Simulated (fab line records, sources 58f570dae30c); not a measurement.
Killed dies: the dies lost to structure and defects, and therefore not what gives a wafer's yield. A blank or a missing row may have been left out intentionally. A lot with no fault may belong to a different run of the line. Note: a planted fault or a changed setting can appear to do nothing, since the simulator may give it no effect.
Problem report, 8D (eight disciplines) form, completed by code + flow berkeleyCmos170 + the parts of the form that need people (team, actions taken, sign-off) are left out

== 1. WHAT IS WRONG ==
Across 2 wafers from 2 lots, M3_AL_RS at UCB170_M3_RS_MEAS_02 averages 0.0305 ohm/sq, while fault-free wafers read 0.0322 ohm/sq with a standard deviation of 0.00036. Measured from the usual mean, that is -4.7 standard deviations.
The step: measures by four-point-probe.
Earliest sighting: wafer L250.6 on filmMetro-02 at day 11 03:58. At this step, 39 wafers from 13 lots have a number in the record. The rule behind "out" and "out of limits": a value lying over 4 standard deviations away from the usual mean. Any other wafer with a number is counted as sound.

== 2. WHAT IT IS AND WHAT IT IS NOT ==
| question                    | is                         | is not                                                                                       |
|-----------------------------|----------------------------|----------------------------------------------------------------------------------------------|
| which readings at this step | M3_AL_RS                   | -                                                                                            |
| which lots                  | L250, L255                 | L239, L240, L241, L242, L243, L244, L245, L256, L258, L259, L261                             |
| which wafers of those lots  | L250.6, L255.1             | L250.2, L250.5, L255.4, L255.5                                                               |
| read on which gauges        | filmMetro-02, filmMetro-03 | filmMetro-01                                                                                 |
| when                        | from day 11 03:58          | up to then (23 sound wafers); but 14 sound wafers of L255, L256, L258, L259, L261 came after |

== 3. SUSPECTS, AND WHAT RULES EACH OUT ==
Counting: a tool at a process step up to the reading stays a suspect if it ran every lot that is out. Sound lots after the first of them don't rule it out here, since some wafers of a struck lot are sound.
- the gauge at UCB170_M3_RS_MEAS_02 has been ruled out. 2 gauges (filmMetro-02, filmMetro-03) read the wafers that are out.
- pvdSputter-02 at UCB170_M3_SPUTTER_01 (material Al, target thk 900 nm, time 120 s): kept. It processed each lot that is out (first: L250, day 11 03:52); up to then, its last sound lot is L244 (day 9 16:41). On those wafers its own readings are out: chamberPressurePa.
Remaining after the count: pvdSputter-02 at UCB170_M3_SPUTTER_01.

== 4. THE CAUSE (what the simulator had put in) ==
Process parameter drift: pvdSputter-02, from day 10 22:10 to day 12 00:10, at UCB170_M3_SPUTTER_01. From 0.5, the setting chamberPressurePa moved by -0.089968. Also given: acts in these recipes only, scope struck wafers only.
Only this tool survived the counting.

== 5. THE CHAIN OF EFFECTS, in route order ==
One row per reading whose mean, taken over the struck wafers that have a number, lies over 3 standard deviations from the usual. Readings are gone through only where the record gives a usual standard deviation; hours: the median, over the lots, of the time from a lot's start at the first step in this table giving one to that lot's start at this step; sigmas: the change measured in usual standard deviations.
| hours | step                  | reading           | usual         | on struck wafers | change  | sigmas |
|-------|-----------------------|-------------------|---------------|------------------|---------|--------|
| 0     | UCB170_M3_SPUTTER_01  | chamberPressurePa | 0.5000 Pa     | 0.4101           | -0.0899 | -82    |
| 0     | UCB170_M3_SPUTTER_01  | throttleValvePct  | 29.6 %        | 32.8             | +3.2    | +3.9   |
| 0     | UCB170_M3_RS_MEAS_02  | M3_AL_RS          | 0.0322 ohm/sq | 0.0305           | -0.0017 | -4.7   |
| 0     | UCB170_M3_THK_MEAS_03 | M3_AL_THK         | 901 nm        | 936              | +34     | +3.1   |
It contains these process steps:
- UCB170_M3_SPUTTER_01: material Al, target thk 900 nm, time 120 s.

== 6. WHAT WOULD HAVE CAUGHT IT SOONER ==
In this record the first reading out of limits at a measuring or inspecting step was taken at day 11 03:58, 6 hours after the fault began at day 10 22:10.
The tool's own readings at UCB170_M3_SPUTTER_01 were out on every struck wafer that the step has a row for (chamberPressurePa): an alarm limit on them would have fired on the first of those.
Among the 2 lots that are out, L255 began UCB170_M3_SPUTTER_01 on pvdSputter-02 after day 11 03:58. It would have been spared by a hold on the tool at that moment.
